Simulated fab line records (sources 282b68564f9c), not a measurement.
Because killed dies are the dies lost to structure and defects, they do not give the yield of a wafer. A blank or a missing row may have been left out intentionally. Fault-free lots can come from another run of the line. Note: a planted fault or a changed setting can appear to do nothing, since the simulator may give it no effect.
Which tool was responsible?    flow ritCmos    13 lots, 39 wafers sampled, at 4 steps of a route of 202

## WHAT THE GAUGES READ, wafer by wafer
RIT_GATE_CD_MEAS_16: target cd 150 nm.
lot   measured     on        cdNm (nm)
L192  day 2 14:46  cdSem-02  146.6 146.4 148.0
L193  day 2 23:05  cdSem-01  151.8 148.2 149.7
L194  day 3 06:22  cdSem-02  141.7 144.9 143.1
L196  day 3 10:40  cdSem-01  151.4 150.9 152.8
L197  day 3 14:55  cdSem-02  148.5 149.0 150.0
L198  day 4 02:31  cdSem-02  154.1 152.0 152.4
L199  day 4 04:11  cdSem-01  149.4 147.3 148.5
L200  day 4 08:01  cdSem-01  149.5 149.7 149.0
L205  day 5 08:49  cdSem-01  148.4 151.1 148.3
L206  day 5 11:17  cdSem-01  144.2 143.7 143.7
L207  day 5 15:04  cdSem-01  145.3 144.5 147.5
L212  day 6 16:06  cdSem-02  151.3 147.3 151.3
L214  day 7 04:08  cdSem-02  151.7 150.7 153.0

RIT_SDANNEAL_RS_MEAS_07: a four-point-probe measurement.
lot   measured     on            NLDD_RS (ohm/sq)
L192  day 3 05:19  filmMetro-04  149.5 150.1 149.2
L193  day 3 13:14  filmMetro-02  149.3 148.9 148.8
L194  day 3 22:28  filmMetro-04  148.4 148.8 147.6
L196  day 3 23:49  filmMetro-03  148.5 148.4 148.4
L197  day 4 04:16  filmMetro-02  149.3 150.1 149.9
L198  day 4 16:21  filmMetro-02  149.1 148.9 148.9
L199  day 4 20:02  filmMetro-02  148.6 148.9 149.1
L200  day 4 22:04  filmMetro-03  148.6 148.0 148.5
L205  day 5 21:51  filmMetro-03  149.5 149.0 148.5
L206  day 6 00:28  filmMetro-02  148.8 148.6 149.0
L207  day 6 05:10  filmMetro-04  148.0 148.0 148.1
L212  day 7 06:42  filmMetro-04  147.7 148.0 148.3
L214  day 7 17:13  filmMetro-02  149.3 149.1 149.1

## WHAT TOOL EACH LOT RAN ON (gives the tool, then ch and the chambers of the sampled wafers, and finally the start)
lot   RIT_NLDD_STRIP_09                   RIT_NSD_EXPOSE_03
L192  plasmaAsher-01 ch 0,1, day 2 19:38  ilineStepper-01 ch 0, day 3 01:42
L193  plasmaAsher-01 ch 0,1, day 3 04:08  ilineStepper-02 ch 0, day 3 09:50
L194  plasmaAsher-01 ch 0,1, day 3 11:31  ilineStepper-02 ch 0, day 3 18:39
L196  plasmaAsher-04 ch 0,1, day 3 15:37  ilineStepper-02 ch 0, day 3 20:29
L197  plasmaAsher-02 ch 0,1, day 3 19:55  ilineStepper-01 ch 0, day 4 00:58
L198  plasmaAsher-04 ch 0,1, day 4 08:28  ilineStepper-01 ch 0, day 4 13:10
L199  plasmaAsher-02 ch 0,1, day 4 10:25  ilineStepper-02 ch 0, day 4 16:49
L200  plasmaAsher-01 ch 1, day 4 14:05    ilineStepper-02 ch 0, day 4 18:41
L205  plasmaAsher-01 ch 0,1, day 5 13:44  ilineStepper-02 ch 0, day 5 18:29
L206  plasmaAsher-01 ch 0,1, day 5 16:24  ilineStepper-02 ch 0, day 5 21:13
L207  plasmaAsher-02 ch 0,1, day 5 19:57  ilineStepper-02 ch 0, day 6 01:32
L212  plasmaAsher-04 ch 0,1, day 6 22:32  ilineStepper-02 ch 0, day 7 03:24
L214  plasmaAsher-02 ch 0,1, day 7 09:00  ilineStepper-01 ch 0, day 7 14:01
- RIT_NLDD_STRIP_09: strips in O2, time 180 s.
- RIT_NSD_EXPOSE_03: exposes mask M9, target cd 40700 nm.

## WHAT THE TOOLS THEMSELVES READ (means of the sampled wafers that have a number; where no wafer has one, the mark that the record gives instead)
RIT_NLDD_STRIP_09.
lot   tool            drypumpMotorCurrentA (A)
L192  plasmaAsher-01  5.7
L193  plasmaAsher-01  5.7
L194  plasmaAsher-01  5.8
L196  plasmaAsher-04  5.4
L197  plasmaAsher-02  5.6
L198  plasmaAsher-04  5.4
L199  plasmaAsher-02  5.2
L200  plasmaAsher-01  5.6
L205  plasmaAsher-01  5.8
L206  plasmaAsher-01  5.8
L207  plasmaAsher-02  5.2
L212  plasmaAsher-04  5.5
L214  plasmaAsher-02  5.6

## THE ANSWER, worked out from the rows above alone
Rule: the usual values come from the lots themselves. The widest of any qualifying gaps counts: lots, ordered by their means at a reading, are off when they make up no more than a third of the lots, leave a main group of 4 or more, and stand apart from it by 3 or more times the standard deviation of that group's means. A main group is skipped when, at the precision printed for the reading in the tables above, its means are all equal. A lot without any number at a reading at which 4 lots or more have one is off too. All remaining lots with rows at the step are treated as sound. The gauges are gone through in route order, then the tools' own readings, and for those a lot's mean is taken as printed above. At the first step where some lot is off, the reading lying furthest off is the one used; lots without a number count as furthest.
Nothing can be told from this: no lot is off at any reading shown.

## WHAT THE SIMULATOR HAD PUT IN
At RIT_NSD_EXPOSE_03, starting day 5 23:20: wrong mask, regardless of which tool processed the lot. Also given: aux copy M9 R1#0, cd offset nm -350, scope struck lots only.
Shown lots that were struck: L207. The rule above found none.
